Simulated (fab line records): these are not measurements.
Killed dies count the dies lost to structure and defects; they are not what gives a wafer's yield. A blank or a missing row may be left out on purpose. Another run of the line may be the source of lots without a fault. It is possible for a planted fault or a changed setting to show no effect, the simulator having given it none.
A lot that was struck, set against a sound lot / flow ritCmos / 14 out of 202 route steps
Sound: these wafers, L593.1, L593.3, L593.5. Wafers L605.1, L605.2, L605.6 were the ones struck. At the end, the cause is stated.
At each step with rows: each side's tool, then ch and its chambers, then its first start. Under that, the readings that differ: sound wafers / struck wafers / difference of the means / sigmas: that difference in standard deviations of wafers without a fault.
alike: same words and numbers on both sides, and readings whose means sit less than 2 such deviations apart. not compared: any withheld reading, any reading some wafer has no value for, any bound like >300 that may hide the same value, and any number with overlapping values for which the record gives no deviation.
The two part at a step that has a row with sigmas, a row that says differs or no value, or rows on one side only. Numbers that don't overlap but have no deviation are shown without sigmas and don't part them. Lack of a reading on every wafer of one side parts them only where that side has two or more wafers.

first, 1 step without rows for these wafers: RIT_GATE_CLEAN_04 (cleans in dHF, time 61.06 s).
RIT_FOX2_THK_MEAS_91:
  sound: filmMetro-03 at day 2 19:38; struck: filmMetro-03 at day 5 09:02
  alike: FIELD_OXIDE_LEFT_2_THK
then, 2 steps without rows for these wafers: RIT_GATE_OXIDATION_05 (target thk 3 nm, ox time 270 s); RIT_GATE_ANNEAL_06 (time 600 s).
RIT_GATE_THK_MEAS_07:
  sound: filmMetro-03 at day 2 22:45; struck: filmMetro-02 at day 5 12:53
  alike: GATE_OXIDE_THK
then, 1 step without rows for these wafers: RIT_GATE_CVD_08 (deposits poly-Si from SiH4, target thk 250 nm, time 2220 s).
RIT_GATE_THK_MEAS_09:
  sound: filmMetro-03 at day 3 00:25; struck: filmMetro-03 at day 5 14:34
  alike: GATE_POLY_THK
then, 5 steps without rows for these wafers: RIT_GATE_HMDS_10 (prime time 60 s); RIT_GATE_COAT_11 (resist thk 850 nm); RIT_GATE_SOFTBAKE_12 (time 60 s); RIT_GATE_EXPOSE_13 (exposes mask M6, target cd 150 nm); RIT_GATE_PEB_14.
RIT_GATE_DEVELOP_15: develop time 50 s.
  sound on lithoTrack-02 ch 0, day 3 01:00; struck on lithoTrack-02, day 5 15:00
  no value came back on the struck wafers for chillPlateTempC (C), developTimeS (s); on the sound wafers chillPlateTempC (C) reads 23.04 22.92 22.85
RIT_GATE_CD_MEAS_16 targets a cd of 150 nm.
  sound: cdSem-01 at day 3 01:20; struck: cdSem-02 at day 5 15:32
reading=cdNm (nm); sound=148.2 150.3 149.1; struck=- - -; difference=no value on the struck wafers; sigmas=

== WHERE THEY PART ==
Earliest at RIT_GATE_DEVELOP_15; latest, in this record, at RIT_GATE_CD_MEAS_16.

WHY: the cause the simulator had injected
Step skipped in full: lithoTrack-02, at RIT_GATE_DEVELOP_15, from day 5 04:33 onward. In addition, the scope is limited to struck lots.
